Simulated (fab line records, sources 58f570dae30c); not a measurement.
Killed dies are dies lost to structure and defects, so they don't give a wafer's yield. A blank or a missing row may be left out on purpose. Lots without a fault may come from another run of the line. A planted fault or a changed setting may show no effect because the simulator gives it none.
fab line records | flow berkeley_cmos170
record lots=13 wafers=39 last_day=12
route steps=331 shown M2@283
lots that met no fault: from a run of the same line without faults
start_h: hours from the record's first day to the start of the lot's first wafer shown | wait_h: hours since the lot's step before | " the same as in the row above | L1.1+2: a row that stands for several wafers | - no value, or no start given | * or withheld: withheld | < > ~ a bound
route shown NAME@n: a module of which the file shows steps, and the number in the route of the first | usual: mean/standard deviation of fault-free wafers | same: alike in all rows | chamber/n: place in a boat | sites: the reading at each site | _std_site: their standard deviation | _edge_site: outer sites' mean less inner sites' | radius_mm: how far each site lies from the wafer's centre | mask NAME#n: copy n | behind: the tool/chamber that last shaped the wafer | hold: why the lot was held/for how many hours/how that ended | device: the transistor (n, p or np) that didn't switch | end of line: the same wafers' tests at the end of the route | a step without rows: its recipe alone | killed: dies lost to structure and defects at the first sort, not the wafer's yield | map: a wafer's dies, x killed, . not, _ none there
set.NAME: the setting as run; set.NAME@STEP: as run at that earlier step | model.NAME: the simulator's own value behind a step, which no gauge read
steps of the route over a sample of lots; a table a step, a row a wafer
services: from which hour (start_h, from the record's first day; less than 0 if before it) a tool's chamber was out of use, for how many hours, and why
## steps
# step UCB170_M2_EXPOSE_12
# recipe mask_id=METAL2 target_cd_nm=700 na=0.5 sigma_outer=0.6 source_shape=conventional dose_mj=26
# usual exposure_dose_mJ_cm2=25.977/0.027 stage_vel_mm_s=500.07/0.23
# columns lot.wafer tool chamber start_h wait_h mask exposure_dose_mJ_cm2 stage_vel_mm_s
L520.2 krf_scanner-02 0 167.35 - METAL2#0 25.958 500.15
L520.3 " 0 " " METAL2#0 25.963 499.96
L520.6 " 0 " " METAL2#0 25.975 500.26
L521.1 krf_scanner-01 0 167.81 - METAL2#0 25.969 499.64
L521.4 " 0 " " METAL2#0 25.997 499.61
L521.5 " 0 " " METAL2#0 26.013 499.99
L523.1 krf_scanner-02 0 173.09 - METAL2#0 26.002 500.01
L523.2 " 0 " " METAL2#0 26.021 500.02
L523.5 " 0 " " METAL2#0 25.984 499.91
L522.2 krf_scanner-01 0 173.36 - METAL2#0 25.948 500.10
L522.4 " 0 " " METAL2#0 25.960 500.19
L522.5 " 0 " " METAL2#0 25.980 500.39
L524.3 krf_scanner-01 0 190.45 - METAL2#0 25.993 499.90
L524.4 " 0 " " METAL2#0 26.012 500.28
L524.5 " 0 " " METAL2#0 26.004 500.29
L525.2 krf_scanner-02 0 191.00 - METAL2#0 25.953 500.34
L525.3 " 0 " " METAL2#0 25.977 500.38
L525.5 " 0 " " METAL2#0 25.990 500.28
L527.3 krf_scanner-02 0 197.91 - METAL2#0 25.967 500.15
L527.4 " 0 " " METAL2#0 25.976 499.97
L527.6 " 0 " " METAL2#0 26.020 499.88
L526.1 krf_scanner-01 0 198.20 - METAL2#0 25.961 500.03
L526.4 " 0 " " METAL2#0 25.967 500.42
L526.5 " 0 " " METAL2#0 25.976 500.45
L529.3 krf_scanner-01 0 217.09 - METAL2#0 26.015 500.00
L529.4 " 0 " " METAL2#0 25.995 499.91
L529.5 " 0 " " METAL2#0 26.003 500.13
L530.1 krf_scanner-02 0 217.29 - METAL2#0 25.972 499.89
L530.3 " 0 " " METAL2#0 25.964 500.34
L530.5 " 0 " " METAL2#0 25.984 499.75
L535.1 krf_scanner-02 0 244.09 - METAL2#0 25.941 500.15
L535.2 " 0 " " METAL2#0 25.953 499.89
L535.3 " 0 " " METAL2#0 25.968 499.66
L534.2 krf_scanner-01 0 244.39 - METAL2#0 25.410 499.98
L534.3 " 0 " " METAL2#0 25.394 500.36
L534.6 " 0 " " METAL2#0 25.410 500.27
L541.1 krf_scanner-02 0 272.69 - METAL2#0 25.971 499.97
L541.3 " 0 " " METAL2#0 25.967 500.25
L541.5 " 0 " " METAL2#0 25.950 500.26
# step UCB170_M2_CD_MEAS_15
# recipe target_cd_nm=700
# usual cd_nm=700.2/1.4
# columns lot.wafer tool chamber start_h wait_h cd_nm
L520.2 cd_sem-01 - 167.90 - 699.2
L520.3 " - " " 698.8
L520.6 " - " " 700.1
L521.1 cd_sem-02 - 168.20 - 700.4
L521.4 " - " " 702.0
L521.5 " - " " 702.0
L523.1 cd_sem-02 - 173.68 - 702.6
L523.2 " - " " 702.8
L523.5 " - " " 702.8
L522.2 cd_sem-01 - 173.76 - 695.2
L522.4 " - " " 697.6
L522.5 " - " " 697.4
L524.3 cd_sem-01 - 190.94 - 699.6
L524.4 " - " " 699.7
L524.5 " - " " 700.5
L525.2 cd_sem-01 - 191.40 - 699.0
L525.3 " - " " 700.8
L525.5 " - " " 698.4
L527.3 cd_sem-01 - 198.30 - 699.4
L527.4 " - " " 700.6
L527.6 " - " " 699.0
L526.1 cd_sem-02 - 198.59 - 699.2
L526.4 " - " " 699.0
L526.5 " - " " 700.0
L529.3 cd_sem-01 - 217.48 - 699.5
L529.4 " - " " 698.8
L529.5 " - " " 699.2
L530.1 cd_sem-02 - 217.68 - 700.4
L530.3 " - " " 699.0
L530.5 " - " " 700.1
L535.1 cd_sem-01 - 244.89 - 701.5
L535.2 " - " " 700.3
L535.3 " - " " 701.2
L534.2 cd_sem-01 - 245.03 - 676.9
L534.3 " - " " 694.1
L534.6 " - " " 680.4
L541.1 cd_sem-02 - 273.15 - 699.8
L541.3 " - " " 701.1
L541.5 " - " " 701.4
# step UCB170_M2_CD_MEAS_90
# recipe target_cd_nm=700
# usual cd_nm=700.1/2.5
# columns lot.wafer tool chamber start_h wait_h cd_nm
L520.2 cd_sem-01 - 168.39 0.1 698.0
L520.3 " - " " 699.5
L520.6 " - " " 701.2
L521.1 cd_sem-01 - 168.69 0.1 698.8
L521.4 " - " " 702.7
L521.5 " - " " 705.7
L523.1 cd_sem-01 - 174.17 0.1 701.7
L523.2 " - " " 702.8
L523.5 " - " " 705.5
L522.2 cd_sem-02 - 174.25 0.1 697.5
L522.4 " - " " 699.3
L522.5 " - " " 697.8
L524.3 cd_sem-02 - 191.53 0.2 700.6
L524.4 " - " " 698.5
L524.5 " - " " 700.8
L525.2 cd_sem-02 - 191.89 0.1 697.0
L525.3 " - " " 700.0
L525.5 " - " " 698.3
L527.3 cd_sem-01 - 198.78 0.1 699.2
L527.4 " - " " 700.8
L527.6 " - " " 697.5
L526.1 cd_sem-02 - 199.08 0.1 696.2
L526.4 " - " " 701.1
L526.5 " - " " 698.6
L529.3 cd_sem-01 - 217.96 0.1 702.5
L529.4 " - " " 700.6
L529.5 " - " " 695.7
L530.1 cd_sem-02 - 218.17 0.1 699.0
L530.3 " - " " 695.9
L530.5 " - " " 699.0
L535.1 cd_sem-01 - 245.38 0.1 701.7
L535.2 " - " " 696.9
L535.3 " - " " 696.0
L534.2 cd_sem-01 - 245.64 0.2 676.7
L534.3 " - " " 697.2
L534.6 " - " " 685.2
L541.1 cd_sem-02 - 273.63 0.1 697.8
L541.3 " - " " 700.3
L541.5 " - " " 701.5
## services
# columns tool chamber start_h hours kind
krf_scanner-01 - 151.63 0.8 pm
krf_scanner-01 - 152.38 4.4 pm
krf_scanner-02 - 163.27 0.8 repair
krf_scanner-02 - 170.00 0.8 pm
krf_scanner-01 - 200.49 1.3 pm
krf_scanner-02 - 203.30 1.0 pm
krf_scanner-02 - 210.45 1.3 pm
krf_scanner-02 - 228.55 6.2 repair
krf_scanner-01 0 245.35 - calibration
krf_scanner-01 - 256.96 1.0 pm
krf_scanner-02 0 257.76 - calibration
## key
first_sign step=UCB170_M2_EXPOSE_12 reading=exposure_dose_mJ_cm2 direction=down sigmas=21 usual=25.977 struck=25.405
effect step=UCB170_M2_CD_MEAS_15 reading=cd_nm direction=down sigmas=12 usual=700.2 struck=683.8 through=control_loop
effect step=UCB170_M2_CD_MEAS_90 reading=cd_nm direction=down sigmas=5.6 usual=700.1 struck=686.4 through=control_loop
met_at UCB170_M2_EXPOSE_12
struck_lots L534
loop_trim step=UCB170_M2_EXPOSE_12 setting=dose lots=L534
onset_between 217.09 244.39
fault kind=process_parameter_drift tool=krf_scanner-01 chamber=- onset_h=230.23 steps=UCB170_M2_EXPOSE_12 channel=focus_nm offset=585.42 spread_by_wafer=0.3 shape=step end_h=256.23
# loop_trim: a control loop set the setting to another value than it would have without faults
